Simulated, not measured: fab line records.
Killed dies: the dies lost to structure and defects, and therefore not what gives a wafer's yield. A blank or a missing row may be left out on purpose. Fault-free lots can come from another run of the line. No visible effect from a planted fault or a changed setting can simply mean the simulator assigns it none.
fab line records ; flow rit-cmos
[record] lots = 7; wafers = 21; last-day = 7
route steps=202 shown PLDD@116 SPACER@125 M1@202
lots untouched by any fault: they come from a run of this same line in which no faults occurred
start-h: start of the lot's first displayed wafer, in hours after the record's first day ; wait-h: hours since the lot's step before ; " same as the row above ; L1.1+2: a row that stands for several wafers ; - either no value or no given start ; * or withheld: withheld ; < > ~ a bound
route shown NAME@n: names a module that has steps shown in the file, with the first one's number in the route ; usual: average and standard deviation across the fault-free wafers ; same: alike in all rows ; chamber/n: place in a boat ; sites: the reading at each site ; _std_site: the standard deviation of these ; _edge_site: mean of outer sites minus mean of inner sites ; radius-mm: for every site, how far away it sits from the centre of the wafer ; mask NAME#n: copy n ; behind: the tool/chamber that last shaped the wafer ; hold: reason for holding the lot/hours on hold/outcome of the hold ; device: which transistor (n, p or np) failed to switch ; end of line: the route-end tests of the same wafers ; step lacking rows: just its recipe ; killed: count of dies lost to structure and defects at first sort (not the wafer's yield) ; map: a wafer's dies, x killed, . not, _ none there
set.NAME: setting as actually run; set.NAME@STEP: the setting as run at that earlier step ; model.NAME: the simulator's own value behind a step, which no gauge read
certain route steps with their lots: each step a table, each wafer a row
services: from which hour (start-h, from the record's first day; less than 0 if before it) a tool's chamber was out of use, for how many hours, and why
[[steps]]
[step RIT_PLDD_SOFTBAKE_02]
[recipe] resist = NOVOLAK; temp-c = 90; time-s = 60
[step RIT_PLDD_EXPOSE_03]
[recipe] mask-id = M8; na = 0.57; target-cd-nm = 40900; dose-mj = 250
[step RIT_PLDD_PEB_04]
[recipe] resist = NOVOLAK; temp-c = withheld; time-s = withheld
[step RIT_PLDD_DEVELOP_05]
[recipe] resist = NOVOLAK; develop-time-s = 50; dev-temp-c = 23
[step RIT_PLDD_OVL_MEAS_06]
[usual] PLDD_OVL = 0.8/1.4
lot.wafer;tool;chamber;start-h;wait-h;PLDD_OVL[nm]
L622.2;overlay-02;-;49.57;-;3.0
L622.3;overlay-02;-;49.57;-;2.4
L622.5;overlay-02;-;49.57;-;1.2
L630.1;overlay-02;-;85.37;-;2.2
L630.2;overlay-02;-;85.37;-;1.6
L630.4;overlay-02;-;85.37;-;1.5
L632.1;overlay-01;-;100.68;-;2.2
L632.4;overlay-01;-;100.68;-;1.2
L632.6;overlay-01;-;100.68;-;2.2
L634.3;overlay-02;-;104.79;-;-0.2
L634.4;overlay-02;-;104.79;-;1.0
L634.5;overlay-02;-;104.79;-;-0.6
L636.1;overlay-02;-;119.43;-;0.9
L636.3;overlay-02;-;119.43;-;2.7
L636.5;overlay-02;-;119.43;-;1.6
L641.2;overlay-02;-;157.17;-;0.7
L641.4;overlay-02;-;157.17;-;3.4
L641.5;overlay-02;-;157.17;-;2.8
L643.1;overlay-01;-;163.28;-;3.3
L643.3;overlay-01;-;163.28;-;2.5
L643.4;overlay-01;-;163.28;-;2.0
[step RIT_PLDD_HARDBAKE_07]
[recipe] resist = NOVOLAK; temp-c = 140; time-s = 60
[step RIT_PLDD_IMPLANT_08]
[recipe] species = BF2; energy-kev = 20; dose-cm2 = 9.064e+14; tilt-deg = 7
[step RIT_PLDD_STRIP_09]
[recipe] chemistry = O2; time-s = 180; resist = NOVOLAK; platen-temp-c = withheld; power-w = 500; pressure-mtorr = 4000; o2-flow-sccm = 4000
[usual] chamber-pressure-mTorr = 4000/3.9; drypump-motor-current-A = 5.8/0.61
lot.wafer;tool;chamber;start-h;wait-h;chamber-pressure-mTorr;drypump-motor-current-A;rf-hours-counter-h
L622.2;plasma-asher-01;0;49.90;0.1;3993;5.1;40
L622.3;plasma-asher-01;0;49.90;0.1;4002;5.1;-
L622.5;plasma-asher-01;0;49.90;0.1;3993;5.1;-
L630.1;plasma-asher-04;0;85.78;0.1;4006;5.8;44
L630.2;plasma-asher-04;1;85.78;0.1;3999;6.4;44
L630.4;plasma-asher-04;1;85.78;0.1;4001;6.4;-
L632.1;plasma-asher-01;0;101.01;0.1;4000;5.1;45
L632.4;plasma-asher-01;1;101.01;0.1;4000;5.2;-
L632.6;plasma-asher-01;1;101.01;0.1;4000;5.2;-
L634.3;plasma-asher-02;0;105.17;0.1;3997;6.5;-
L634.4;plasma-asher-02;1;105.17;0.1;4003;5.1;-
L634.5;plasma-asher-02;1;105.17;0.1;3999;5.1;-
L636.1;plasma-asher-01;0;119.76;0.1;3998;5.1;47
L636.3;plasma-asher-01;1;119.76;0.1;4005;5.2;-
L636.5;plasma-asher-01;0;119.76;0.1;4007;5.1;-
L641.2;plasma-asher-02;0;157.50;0.1;4001;6.5;36
L641.4;plasma-asher-02;0;157.50;0.1;3993;6.5;-
L641.5;plasma-asher-02;1;157.50;0.1;4000;5.1;-
L643.1;plasma-asher-04;0;163.62;0.1;3998;5.8;4
L643.3;plasma-asher-04;1;163.62;0.1;4002;6.4;-
L643.4;plasma-asher-04;0;163.62;0.1;3997;5.8;-
[step RIT_PLDD_TW_MEAS_10]
[usual] PLDD_TW = 2352/20
lot.wafer;tool;chamber;start-h;wait-h;PLDD_TW
L622.2;film-metro-03;-;50.08;0.1;2352
L622.3;film-metro-03;-;50.08;0.1;2346
L622.5;film-metro-03;-;50.08;0.1;2350
L630.1;film-metro-01;-;85.96;0.1;2321
L630.2;film-metro-01;-;85.96;0.1;2316
L630.4;film-metro-01;-;85.96;0.1;2315
L632.1;film-metro-01;-;101.19;0.1;2334
L632.4;film-metro-01;-;101.19;0.1;2337
L632.6;film-metro-01;-;101.19;0.1;2326
L634.3;film-metro-01;-;105.31;0.1;2323
L634.4;film-metro-01;-;105.31;0.1;2318
L634.5;film-metro-01;-;105.31;0.1;2320
L636.1;film-metro-01;-;119.94;0.1;2327
L636.3;film-metro-01;-;119.94;0.1;2334
L636.5;film-metro-01;-;119.94;0.1;2314
L641.2;film-metro-02;-;157.69;0.1;2366
L641.4;film-metro-02;-;157.69;0.1;2366
L641.5;film-metro-02;-;157.69;0.1;2363
L643.1;film-metro-02;-;163.79;0.1;2370
L643.3;film-metro-02;-;163.79;0.1;2352
L643.4;film-metro-02;-;163.79;0.1;2367
[step RIT_SPACER_CLEAN_00]
[recipe] chemistry = SC1; mix = 3:3:50; time-s = 600; temp-c = 75
[step RIT_SPACER_CLEAN_01]
[recipe] chemistry = dHF; dilution = 50:1; time-s = 30
[step RIT_SPACER_CLEAN_02]
[recipe] chemistry = SC2; mix = 3:3:50; time-s = 600; temp-c = 75; dry = n2-spin
[step RIT_SPACER_CVD_03]
[recipe] material = Si3N4; target-thk-nm = 250; temp-c = 810; precursor = SiH2Cl2/NH3; time-s = 3300; pressure-mtorr = 300; sih2cl2-flow-sccm = 60; nh3-flow-sccm = 150
[usual] spike-tc-centre-C = 812.5/1.2; spike-tc-load-C = 834.9/1.2; spike-tc-source-C = 832/3.4; susceptor-temp-C = 810.0/0.38
lot.wafer;tool;chamber;start-h;wait-h;spike-tc-centre-C;spike-tc-load-C;spike-tc-source-C;susceptor-temp-C;model.Si3N4_of_SPACER_CVD_03.thk-nm
L622.2;lpcvd-01;1;50.50;0.0;811.0;836.7;832;810.1;248.1
L622.3;lpcvd-01;1;50.50;0.0;811.5;834.8;832;810.0;247.2
L622.5;lpcvd-01;1;50.50;0.0;810.9;835.6;830;809.6;248
L630.1;lpcvd-01;0;86.41;0.0;839.6;862.7;863;836.4;400.3
L630.2;lpcvd-01;0;86.41;0.0;842.4;862.5;863;836.5;397.7
L630.4;lpcvd-01;0;86.41;0.0;841.2;862.3;864;836.8;396.8
L632.1;lpcvd-01;0;101.63;0.0;840.1;862.9;861;836.9;401.1
L632.4;lpcvd-01;0;101.63;0.0;839.8;862.6;861;836.7;401
L632.6;lpcvd-01;0;101.63;0.0;839.7;862.7;864;837.0;401.2
L634.3;lpcvd-01;1;105.72;0.0;840.3;862.8;857;837.1;398.6
L634.4;lpcvd-01;1;105.72;0.0;837.7;862.5;859;836.9;398
L634.5;lpcvd-01;1;105.72;0.0;837.9;862.4;859;836.7;395.8
L636.1;lpcvd-02;0;120.38;0.0;810.7;833.6;837;810.3;248
L636.3;lpcvd-02;0;120.38;0.0;812.3;833.8;835;810.7;248.6
L636.5;lpcvd-02;0;120.38;0.0;810.6;834.5;834;810.2;249.3
L641.2;lpcvd-02;1;158.14;0.0;812.5;834.2;827;809.7;254.8
L641.4;lpcvd-02;1;158.14;0.0;811.1;831.5;828;810.3;253.6
L641.5;lpcvd-02;1;158.14;0.0;812.3;835.0;830;810.3;255.2
L643.1;lpcvd-02;0;164.26;0.0;810.7;834.6;836;809.5;249
L643.3;lpcvd-02;0;164.26;0.0;811.9;832.7;836;810.0;248.2
L643.4;lpcvd-02;0;164.26;0.0;814.2;834.9;837;809.7;247.8
[step RIT_SPACER_THK_MEAS_04]
[recipe] reads = Si3N4_of_SPACER_CVD_03
[usual] SPACER_NITRIDE_THK = 250.3/2.8
lot.wafer;tool;chamber;start-h;wait-h;SPACER_NITRIDE_THK[nm]
L622.2;film-metro-01;-;52.42;0.0;248.0
L622.3;film-metro-01;-;52.42;0.0;247.4
L622.5;film-metro-01;-;52.42;0.0;247.9
L630.1;film-metro-01;-;88.33;0.0;400.2
L630.2;film-metro-01;-;88.33;0.0;397.5
L630.4;film-metro-01;-;88.33;0.0;396.5
L632.1;film-metro-04;-;103.55;0.0;401.1
L632.4;film-metro-04;-;103.55;0.0;401.1
L632.6;film-metro-04;-;103.55;0.0;401.1
L634.3;film-metro-04;-;107.65;0.0;398.9
L634.4;film-metro-04;-;107.65;0.0;398.5
L634.5;film-metro-04;-;107.65;0.0;396.0
L636.1;film-metro-02;-;122.30;0.0;248.0
L636.3;film-metro-02;-;122.30;0.0;248.3
L636.5;film-metro-02;-;122.30;0.0;249.3
L641.2;film-metro-04;-;160.07;0.0;254.7
L641.4;film-metro-04;-;160.07;0.0;253.7
L641.5;film-metro-04;-;160.07;0.0;255.2
L643.1;film-metro-02;-;166.17;0.0;249.1
L643.3;film-metro-02;-;166.17;0.0;248.2
L643.4;film-metro-02;-;166.17;0.0;247.8
[step RIT_SPACER_ETCHBACK_05]
[recipe] target-depth-a = 2500; SF6_flow_sccm = 30; CHF3_flow_sccm = 30; target = Si3N4; chemistry = SF6/CHF3; pressure-mtorr = 40; rf-w = 250; time-s = 240; stop-on = SiO2
[usual] chamber-pressure-mTorr = 40.00/0.034; drypump-motor-current-A = 5.68/0.29; oes-product-au = 0.847/0.014; throttle-valve-pct = 10.30/0.23
lot.wafer;tool;chamber;start-h;wait-h;chamber-pressure-mTorr;drypump-motor-current-A;oes-product-au;rf-hours-counter-h;throttle-valve-pct;model.Si3N4_of_SPACER_CVD_03.thk-nm;model.etch.depth-nm
L622.2;rie-diel-04;2;52.47;0.0;39.98;6.00;0.832;91;10.01;194.7;248.1
L622.3;rie-diel-04;3;52.47;0.0;39.97;5.33;0.843;42;10.00;194.1;247.2
L622.5;rie-diel-04;3;52.47;0.0;40.02;5.31;0.841;-;10.01;195.1;248
L630.1;rie-diel-02;3;88.39;0.1;40.03;5.49;0.998;79;10.29;313.1;314.9
L630.2;rie-diel-02;2;88.39;0.1;40.01;5.31;1.010;9;10.24;311.9;311.8
L630.4;rie-diel-02;1;88.39;0.1;39.96;6.03;1.032;38;10.44;310.7;313.8
L632.1;rie-diel-04;1;103.61;0.1;40.00;6.03;1.013;44;10.71;315;310.5
L632.4;rie-diel-04;0;103.61;0.1;40.03;5.79;0.990;48;10.67;315.7;307.8
L632.6;rie-diel-04;0;103.61;0.1;39.96;5.77;0.991;-;10.63;315.7;307.8
L634.3;rie-diel-04;0;107.69;0.0;39.96;5.76;1.000;48;10.67;312.8;311.3
L634.4;rie-diel-04;2;107.69;0.0;39.98;6.04;0.985;92;10.05;313.2;307.9
L634.5;rie-diel-04;2;107.69;0.0;39.90;6.01;0.980;-;10.04;311.9;306.4
L636.1;rie-diel-04;3;122.36;0.1;40.01;5.30;0.836;43;10.01;195.5;248
L636.3;rie-diel-04;2;122.36;0.1;39.93;6.03;0.836;92;9.98;195.1;248.6
L636.5;rie-diel-04;1;122.36;0.1;39.92;6.05;0.861;-;10.65;195.3;249.3
L641.2;rie-diel-04;3;160.12;0.0;40.00;5.32;0.842;44;10.02;200.5;254.8
L641.4;rie-diel-04;0;160.12;0.0;39.98;5.77;0.858;49;10.59;199.1;253.6
L641.5;rie-diel-04;1;160.12;0.0;39.99;6.02;0.863;-;10.65;199.2;255.2
L643.1;rie-diel-01;3;166.23;0.1;40.00;5.43;0.840;10;10.34;196.4;249
L643.3;rie-diel-01;1;166.23;0.1;40.06;5.48;0.832;46;10.51;194.6;248.2
L643.4;rie-diel-01;2;166.23;0.1;40.03;5.79;0.838;115;10.31;192.5;247.8
[step RIT_M1_PROBE_99]
[usual] killed-at-contacts = 0.1/0.23; killed-at-front-end = 7/3; killed-dies = 7/3; killed-on-rim = 2.0/1.2; killed-open = 3.3/2.1; killed-short = 3.7/1.9
[same] gross-dies = 264; killed_at_M0_to_M3 = 0; killed_at_M4_up = 0; killed-at-back-side = 0; killed-at-other = 0
lot.wafer;tool;chamber;start-h;wait-h;killed-at-contacts;killed-at-front-end;killed-dies;killed-on-rim;killed-open;killed-short
L622.2;prober-02;-;63.50;0.1;0;6;6;3;2;4
L622.3;prober-02;-;63.55;0.2;0;4;4;0;2;2
L622.5;prober-02;-;63.65;0.2;0;8;8;4;3;4
L630.1;prober-02;-;100.80;0.1;0;264;264;70;2;3
L630.2;prober-02;-;100.85;0.1;0;264;264;70;0;4
L630.4;prober-02;-;100.95;0.2;0;264;264;70;1;2
L632.1;prober-02;-;115.33;0.1;0;264;264;70;4;4
L632.4;prober-02;-;115.48;0.2;0;264;264;70;4;6
L632.6;prober-02;-;115.58;0.2;0;264;264;70;10;5
L634.3;prober-02;-;119.78;0.2;0;264;264;70;4;3
L634.4;prober-02;-;119.83;0.2;0;264;264;70;3;5
L634.5;prober-02;-;119.88;0.2;1;263;264;70;1;5
L636.1;prober-02;-;133.36;0.1;0;3;3;0;0;3
L636.3;prober-02;-;133.46;0.2;0;5;5;1;3;2
L636.5;prober-02;-;133.56;0.2;0;5;5;0;1;4
L641.2;prober-01;-;171.46;0.1;0;11;11;3;4;7
L641.4;prober-01;-;171.56;0.2;0;10;10;3;4;6
L641.5;prober-01;-;171.61;0.2;0;9;9;1;4;5
L643.1;prober-01;-;178.76;0.1;0;8;8;3;6;2
L643.3;prober-01;-;178.86;0.2;0;7;7;1;5;2
L643.4;prober-01;-;178.91;0.2;0;9;9;4;6;3
// killed by level:class
L622.2 GATE:geometric-particle:short=3 FOX2:geometric-particle:short=1 GATE:geometric-particle:open=1 REOX:geometric-particle:open=1
L622.3 GATE:geometric-particle:open=2 FOX1:geometric-particle:short=1 GATE:geometric-particle:short=1
L622.5 GATE:geometric-particle:short=3 GATE:geometric-particle:open=3 FOX1:geometric-particle:short=1 GATE:coat-microbubble-printed=1
L630.1 SPACER:area-etchback=259 FOX1:geometric-particle:open=1 FOX1:geometric-particle:short=1 GATE:geometric-particle:open=1 GATE:geometric-particle:short=1 SPACER:geometric-particle:short=1
L630.2 SPACER:area-etchback=260 GATE:geometric-particle:short=2 FOX1:geometric-particle:short=1 FOX2:geometric-particle:short=1
L630.4 SPACER:area-etchback=261 GATE:geometric-particle:short=1 SPACER:geometric-particle:open=1 SPACER:geometric-particle:short=1
L632.1 SPACER:area-etchback=256 FOX1:geometric-particle:short=2 GATE:geometric-particle:open=2 SILICIDE:geometric-particle:open=2 SPACER:geometric-particle:short=1 SILICIDE:geometric-particle:short=1
L632.4 SPACER:area-etchback=254 REOX:geometric-particle:open=3 FOX1:geometric-particle:short=2 GATE:geometric-particle:short=2 SILICIDE:geometric-particle:short=2 SILICIDE:geometric-particle:open=1
L632.6 SPACER:area-etchback=249 SPACER:geometric-particle:open=3 FOX1:geometric-particle:short=2 FOX1:geometric-particle:open=2 GATE:geometric-particle:open=2 REOX:geometric-particle:open=2 SPACER:geometric-particle:short=2 FOX2:geometric-particle:open=1
L634.3 SPACER:area-etchback=257 GATE:geometric-particle:short=2 REOX:geometric-particle:open=2 FOX1:geometric-particle:open=1 GATE:geometric-particle:open=1 SILICIDE:geometric-particle:short=1
L634.4 SPACER:area-etchback=256 FOX1:geometric-particle:short=2 REOX:geometric-particle:short=2 SPACER:geometric-particle:open=2 REOX:geometric-particle:open=1 SPACER:geometric-particle:short=1
L634.5 SPACER:area-etchback=258 SILICIDE:geometric-particle:short=3 FOX1:geometric-particle:short=1 REOX:geometric-particle:open=1 CONTACT:geometric-particle:short=1
L636.1 GATE:geometric-particle:short=2 SILICIDE:geometric-particle:short=1
L636.3 FOX2:geometric-particle:open=1 GATE:geometric-particle:short=1 GATE:geometric-particle:open=1 SPACER:geometric-particle:short=1 SPACER:geometric-particle:open=1
L636.5 FOX2:geometric-particle:short=1 GATE:geometric-particle:open=1 GATE:geometric-particle:short=1 SPACER:geometric-particle:short=1 SILICIDE:geometric-particle:short=1
L641.2 GATE:geometric-particle:short=4 GATE:geometric-particle:open=3 FOX1:geometric-particle:short=1 FOX1:geometric-particle:open=1 REOX:geometric-particle:short=1 SPACER:geometric-particle:short=1
L641.4 GATE:geometric-particle:open=3 GATE:geometric-particle:short=3 SPACER:geometric-particle:short=2 FOX1:geometric-particle:open=1 SILICIDE:geometric-particle:short=1
L641.5 SPACER:geometric-particle:short=2 FOX1:geometric-particle:short=1 FOX1:geometric-particle:open=1 GATE:geometric-particle:open=1 REOX:geometric-particle:open=1 REOX:geometric-particle:short=1 SILICIDE:geometric-particle:open=1 SILICIDE:geometric-particle:short=1
L643.1 GATE:geometric-particle:open=3 FOX2:geometric-particle:open=2 FOX2:geometric-particle:short=1 REOX:geometric-particle:short=1 SILICIDE:geometric-particle:open=1
L643.3 GATE:geometric-particle:open=2 FOX1:geometric-particle:open=1 FOX2:geometric-particle:open=1 GATE:geometric-particle:short=1 REOX:geometric-particle:short=1 SILICIDE:geometric-particle:open=1
L643.4 REOX:geometric-particle:open=4 REOX:geometric-particle:short=2 GATE:geometric-particle:open=1 GATE:geometric-particle:short=1 SILICIDE:geometric-particle:open=1
// map L630.1 (x killed, . not)
________xxxxxxx_______
_____xxxxxxxxxxxxx____
____xxxxxxxxxxxxxxx___
___xxxxxxxxxxxxxxxxx__
__xxxxxxxxxxxxxxxxxxx_
__xxxxxxxxxxxxxxxxxxx_
_xxxxxxxxxxxxxxxxxxxxx
_xxxxxxxxxxxxxxxxxxxxx
_xxxxxxxxxxxxxxxxxxxxx
_xxxxxxxxxxxxxxxxxxxxx
__xxxxxxxxxxxxxxxxxxx_
__xxxxxxxxxxxxxxxxxxx_
___xxxxxxxxxxxxxxxxx__
____xxxxxxxxxxxxxxx___
_____xxxxxxxxxxxxx____
________xxxxxxx_______
// map L632.1 (x killed, . not)
________xxxxxxx_______
_____xxxxxxxxxxxxx____
____xxxxxxxxxxxxxxx___
___xxxxxxxxxxxxxxxxx__
__xxxxxxxxxxxxxxxxxxx_
__xxxxxxxxxxxxxxxxxxx_
_xxxxxxxxxxxxxxxxxxxxx
_xxxxxxxxxxxxxxxxxxxxx
_xxxxxxxxxxxxxxxxxxxxx
_xxxxxxxxxxxxxxxxxxxxx
__xxxxxxxxxxxxxxxxxxx_
__xxxxxxxxxxxxxxxxxxx_
___xxxxxxxxxxxxxxxxx__
____xxxxxxxxxxxxxxx___
_____xxxxxxxxxxxxx____
________xxxxxxx_______
[[services]]
tool;chamber;start-h;hours;kind
rie-diel-04;-;29.57;4.0;repair
rie-diel-02;3;46.14;5.7;repair
rie-diel-02;1;50.24;1.8;repair
lpcvd-02;-;51.56;14.6;pm
plasma-asher-01;-;74.82;4.1;repair
rie-diel-02;2;88.63;11.1;repair
rie-diel-04;-;92.32;0.2;repair
rie-diel-02;3;104.91;3.5;repair
plasma-asher-04;-;108.75;9.0;pm
plasma-asher-04;0;108.75;9.0;vent-cycle
plasma-asher-04;1;108.75;9.0;vent-cycle
plasma-asher-02;-;114.45;7.6;repair
plasma-asher-04;0;117.75;-;clean
plasma-asher-04;1;117.75;-;clean
rie-diel-02;0;138.19;7.3;repair
rie-diel-04;3;145.72;3.2;repair
[[key]]
[first-sign] step = RIT_SPACER_CVD_03; reading = susceptor-temp-C; direction = up; sigmas = 70; usual = *; struck = *
[effect] step = RIT_SPACER_CVD_03; reading = spike-tc-load-C; direction = up; sigmas = 23; usual = 834.9; struck = 862.6
[effect] step = RIT_SPACER_THK_MEAS_04; reading = SPACER_NITRIDE_THK; direction = up; sigmas = 53; usual = 250.3; struck = 399.0
[effect] step = RIT_SPACER_ETCHBACK_05; reading = oes-product-au; direction = up; sigmas = 11; usual = 0.847; struck = 1.000
[effect] step = RIT_M1_PROBE_99; reading = killed-at-front-end; direction = up; sigmas = 85; usual = 7; struck = 264
[model-effect] step = RIT_SPACER_CVD_03; value = Si3N4_of_SPACER_CVD_03.thk-nm; without = 250.5; struck = 398.9
[model-effect] step = RIT_SPACER_ETCHBACK_05; value = Si3N4_of_SPACER_CVD_03.thk-nm; without = 196.7; struck = 313.3
[more-kills-born-at] RIT_SPACER_ETCHBACK_05@rie-diel-04 = 1530; RIT_SPACER_ETCHBACK_05@rie-diel-02 = 780
met-at RIT_SPACER_CVD_03
struck-wafers L630.1,L630.2,L630.4,L632.1,L632.4,L632.6,L634.3,L634.4,L634.5
later-rows-left-out L630.1,L630.2,L630.4,L632.1,L632.4,L632.6,L634.3,L634.4,L634.5
tester-left-out L630,L632,L634
onset-between 50.50 86.41
[fault] kind = process-parameter-drift; tool = lpcvd-01; chamber = -; onset-h = 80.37; steps = RIT_SPACER_CVD_03; channel = temp-c; offset = *; shape = step; end-h = 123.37; acts-in = *; stated = *
// tester-left-out: of these lots the tester's yield and bins aren't shown, on N5 and GAA mostly nor the transistor test; their killed dies are dies lost to structure and defects alone, not to doping, threshold or leakage, so they don't give the yield
// later-rows-left-out: the simulator's readings of these wafers behind a module that went badly wrong aren't trusted and aren't shown, but for the sort
